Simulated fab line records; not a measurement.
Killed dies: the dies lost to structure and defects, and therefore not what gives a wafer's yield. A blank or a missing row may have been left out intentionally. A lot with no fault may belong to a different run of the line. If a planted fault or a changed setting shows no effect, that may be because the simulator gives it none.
2 desks, one fault -- flow berkeley-cmos170 -- only its own numbers are on each desk; what lay behind them is given at the end

== AT THE TOOL OWNER'S DESK: plasma-asher-03 ==
The tool's own readings at UCB170_NWELL_STRIP_15 (strips in O2): means of the sampled wafers that have a number, for each lot that ran on this tool. A lot is out of limits, marked OUT, if its mean lies more than 4 standard deviations from the usual mean; the brackets give that distance.
Columns: A = chamber-pressure-mTorr at UCB170_NWELL_STRIP_15, usual 3500 mTorr; B = drypump-motor-current-A at UCB170_NWELL_STRIP_15, usual 5.57 A; C = oes-product-au at UCB170_NWELL_STRIP_15, usual 0.721 a.u.; D = strip-time-to-endpoint-s at UCB170_NWELL_STRIP_15, usual 18.02 s
lot,first seen here,A,B,C,D
L967,day 2 07:26,3502,5.52,0.720,18.03
L986,day 6 08:23,3495,5.62,0.721,18.01
This desk's verdict: no lot among the 2 shows anything out of limits.

== THE METROLOGY DESK ==
What the gauges read for every lot (on any tool): the sampled wafers with a number, averaged. A lot is out of limits, marked OUT, if its mean lies more than 4 standard deviations from the usual mean; the brackets give that distance.
Columns: A = NWELL_NITRIDE_THK at UCB170_NWELL_THK_MEAS_05, usual 223.7 nm; B = NWELL_OVL at UCB170_NWELL_OVL_MEAS_12, usual -1 nm; C = NWELL_TW at UCB170_NWELL_TW_MEAS_16, usual 1243
lot,first seen here,A,B,C
L967,day 2 05:42,225.7,1,1231
L970,day 2 22:30,221.9,-6,1257
L971,day 3 06:11,225.2,-9,1233
L980,day 5 02:31,220.1,-0,1256
L984,day 6 01:10,221.7,2,1237
L986,day 6 06:38,223.0,1,1258
This desk's verdict: no lot among the 6 shows anything out of limits.

== TAKEN TOGETHER ==
The desk of the tool owner found nothing out of limits.
The metrology desk saw nothing out of limits.

== WHAT THE SIMULATOR HAD INSERTED ==
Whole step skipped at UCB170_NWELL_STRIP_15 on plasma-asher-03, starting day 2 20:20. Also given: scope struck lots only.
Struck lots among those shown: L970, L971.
